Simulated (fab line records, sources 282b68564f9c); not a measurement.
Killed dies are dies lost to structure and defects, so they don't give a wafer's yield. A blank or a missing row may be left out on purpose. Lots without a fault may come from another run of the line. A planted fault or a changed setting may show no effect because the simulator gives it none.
Which tool did it? | flow rit_cmos | 15 lots, 45 wafers sampled, at 5 steps of a route of 202

WHAT THE GAUGES READ, wafer by wafer
RIT_ACTIVE_THK_MEAS_02.
lot  | measured    | on            | ACTIVE_OXIDE_THK (nm)
L451 | day 1 12:04 | film_metro-03 | 46.6 46.4 46.7
L452 | day 1 17:04 | film_metro-03 | 47.3 46.3 46.8
L453 | day 1 22:04 | film_metro-02 | 47.3 47.7 47.0
L454 | day 2 03:04 | film_metro-03 | 46.9 47.7 47.3
L455 | day 2 09:38 | film_metro-03 | 47.1 46.4 46.3
L456 | day 2 14:13 | film_metro-02 | 47.1 47.2 46.5
L457 | day 2 18:22 | film_metro-03 | 47.1 47.0 47.3
L458 | day 2 23:45 | film_metro-03 | 47.9 47.5 47.2
L459 | day 3 04:26 | film_metro-03 | 46.3 46.8 46.1
L461 | day 3 14:59 | film_metro-02 | 47.2 46.5 47.2
L463 | day 4 00:08 | film_metro-03 | 47.6 48.7 47.2
L464 | day 4 05:04 | film_metro-03 | 47.1 47.5 48.1
L470 | day 5 11:03 | film_metro-01 | 45.9 46.0 46.1
L473 | day 6 02:03 | film_metro-03 | 46.1 46.8 45.6
L474 | day 6 07:04 | film_metro-03 | 47.6 47.4 47.2

RIT_NLDD_TW_MEAS_10.
lot  | measured    | on            | NLDD_TW
L451 | day 2 21:10 | film_metro-01 | 2520 2510 2497
L452 | day 3 03:55 | film_metro-03 | 2487 2502 2509
L453 | day 3 06:16 | film_metro-01 | 2511 2500 2505
L454 | day 3 13:31 | film_metro-02 | 2511 2505 2516
L455 | day 3 17:40 | film_metro-01 | 2507 2500 2503
L456 | day 3 21:14 | film_metro-03 | 2500 2500 2485
L457 | day 4 00:39 | film_metro-03 | 2485 2507 2491
L458 | day 4 08:50 | film_metro-02 | 2507 2514 2512
L459 | day 4 10:52 | film_metro-02 | 2511 2523 2518
L461 | day 5 00:57 | film_metro-01 | 2785 2801 2796
L463 | day 5 06:20 | film_metro-01 | 2791 2787 2790
L464 | day 5 10:43 | film_metro-02 | 2762 2782 2759
L470 | day 6 18:23 | film_metro-03 | 2506 2493 2488
L473 | day 7 10:27 | film_metro-01 | 2509 2510 2521
L474 | day 7 18:16 | film_metro-02 | 2515 2488 2490

RIT_SDANNEAL_RS_MEAS_07: measures by four-point-probe.
lot  | measured    | on            | NLDD_RS (ohm/sq)
L451 | day 3 06:01 | film_metro-03 | 151.7 151.8 151.6
L452 | day 3 11:52 | film_metro-03 | 151.8 151.9 150.9
L453 | day 3 14:35 | film_metro-02 | 151.7 151.2 151.3
L454 | day 3 21:29 | film_metro-01 | 151.4 150.7 151.7
L455 | day 4 01:28 | film_metro-03 | 152.0 151.9 152.2
L456 | day 4 05:07 | film_metro-01 | 151.6 151.5 152.0
L457 | day 4 08:17 | film_metro-03 | 151.5 152.2 151.7
L458 | day 4 17:03 | film_metro-01 | 151.6 151.8 152.2
L459 | day 4 18:46 | film_metro-02 | 151.7 151.7 151.9
L461 | day 5 09:06 | film_metro-01 | 110.2 110.4 110.3
L463 | day 5 14:13 | film_metro-01 | 110.5 110.5 110.4
L464 | day 5 19:30 | film_metro-01 | 110.6 110.5 110.5
L470 | day 7 02:24 | film_metro-03 | 151.4 151.6 150.9
L473 | day 7 18:14 | film_metro-03 | 151.9 151.9 152.2
L474 | day 8 02:01 | film_metro-01 | 151.4 151.2 150.7

RIT_CONTACT_CD_MEAS_08: target cd 1000 nm.
lot  | measured    | on        | cd_nm (nm)
L451 | day 3 07:52 | cd_sem-01 | 999.0 1000.8 997.9
L452 | day 3 13:36 | cd_sem-02 | 1001.8 1001.4 1002.6
L453 | day 3 16:25 | cd_sem-02 | 996.9 998.5 996.7
L454 | day 3 23:12 | cd_sem-02 | 999.8 998.7 999.1
L455 | day 4 03:18 | cd_sem-02 | 998.0 998.8 1001.1
L456 | day 4 07:03 | cd_sem-02 | 1003.0 999.3 1000.9
L457 | day 4 10:10 | cd_sem-02 | 1003.2 1001.1 1002.7
L458 | day 4 18:46 | cd_sem-02 | 1002.1 1000.4 1002.6
L459 | day 4 20:29 | cd_sem-02 | 1001.6 999.7 999.3
L461 | day 5 10:56 | cd_sem-01 | 1003.1 1004.6 1004.7
L463 | day 5 15:56 | cd_sem-01 | 999.3 998.1 1000.2
L464 | day 5 21:21 | cd_sem-01 | 997.2 1000.3 997.4
L470 | day 7 04:28 | cd_sem-02 | 999.1 1000.0 1001.2
L473 | day 7 20:05 | cd_sem-02 | 998.3 996.9 997.4
L474 | day 8 03:52 | cd_sem-01 | 998.9 999.9 998.8

WHICH TOOL RAN EACH LOT (tool, then ch and the chambers of the sampled wafers, then the start)
lot  | RIT_NLDD_IMPLANT_08
L451 | implanter-04 ch 0, day 2 20:52
L452 | implanter-04 ch 0, day 3 03:37
L453 | implanter-04 ch 0, day 3 05:58
L454 | implanter-04 ch 0, day 3 13:13
L455 | implanter-03 ch 0, day 3 17:21
L456 | implanter-02 ch 0, day 3 20:56
L457 | implanter-04 ch 0, day 4 00:19
L458 | implanter-04 ch 0, day 4 08:31
L459 | implanter-03 ch 0, day 4 10:35
L461 | implanter-04 ch 0, day 5 00:38
L463 | implanter-04 ch 0, day 5 06:00
L464 | implanter-04 ch 0, day 5 10:26
L470 | implanter-03 ch 0, day 6 18:03
L473 | implanter-03 ch 0, day 7 10:07
L474 | implanter-04 ch 0, day 7 17:58
- RIT_NLDD_IMPLANT_08

WHAT THE TOOLS THEMSELVES READ (means of the sampled wafers that have a number; where no wafer has one, the mark that the record gives instead)
RIT_NLDD_IMPLANT_08.
lot  | tool         | dose_ions_cm2 | end_station_pressure_torr (Torr) | faraday_current_uA
L451 | implanter-04 | 5.007e+14     | 6.3e-06                          | 1571
L452 | implanter-04 | 4.998e+14     | 6.1e-06                          | 1566
L453 | implanter-04 | 4.992e+14     | 6.2e-06                          | 1562
L454 | implanter-04 | 5.000e+14     | 6.2e-06                          | 1610
L455 | implanter-03 | 4.997e+14     | 6.3e-06                          | 1564
L456 | implanter-02 | 4.995e+14     | 6.3e-06                          | 1561
L457 | implanter-04 | 4.997e+14     | 6.6e-06                          | 1583
L458 | implanter-04 | 4.993e+14     | 6.2e-06                          | 1543
L459 | implanter-03 | 4.998e+14     | 6.2e-06                          | 1586
L461 | implanter-04 | 7.416e+14     | 6.9e-06                          | 2366
L463 | implanter-04 | 7.412e+14     | 6.8e-06                          | 2301
L464 | implanter-04 | 7.413e+14     | 6.7e-06                          | 2319
L470 | implanter-03 | 5.005e+14     | 6.5e-06                          | 1585
L473 | implanter-03 | 5.001e+14     | 6.3e-06                          | 1581
L474 | implanter-04 | 5.000e+14     | 6.1e-06                          | 1563

THE ANSWER, worked out from the rows above alone
Rule: what is usual is taken from the lots themselves. Put in order of their means at a reading, lots are off if they are a third of the lots or fewer, leave a main group of 4 or more, and stand apart from it by a gap of 3 or more times the standard deviation of the main group's means; of several such gaps the widest counts. A main group whose means are all the same, to the digits that the tables above print for the reading, isn't used. A lot without any number at a reading at which 4 lots or more have one is off too. The other lots that the step has rows for count as sound. The gauges are gone through in route order, then the tools' own readings, and for those a lot's mean is taken as printed above. The first step at which some lot is off is used, and at that step the reading that is off furthest; a lot without a number counts as furthest.
Off: L461, L463, L464, at RIT_NLDD_TW_MEAS_10 (NLDD_TW). The main group: mean 2504, standard deviation 7.6.
A tool fits if, at a process step before that reading, it ran every lot that is off, and no sound lot after the first of them. The gauges at RIT_NLDD_TW_MEAS_10 aren't tried: what is off there is off at RIT_NLDD_IMPLANT_08 too, on other tools, and a gauge's error can't cause that. None of those tried fits.

WHAT THE SIMULATOR HAD PUT IN
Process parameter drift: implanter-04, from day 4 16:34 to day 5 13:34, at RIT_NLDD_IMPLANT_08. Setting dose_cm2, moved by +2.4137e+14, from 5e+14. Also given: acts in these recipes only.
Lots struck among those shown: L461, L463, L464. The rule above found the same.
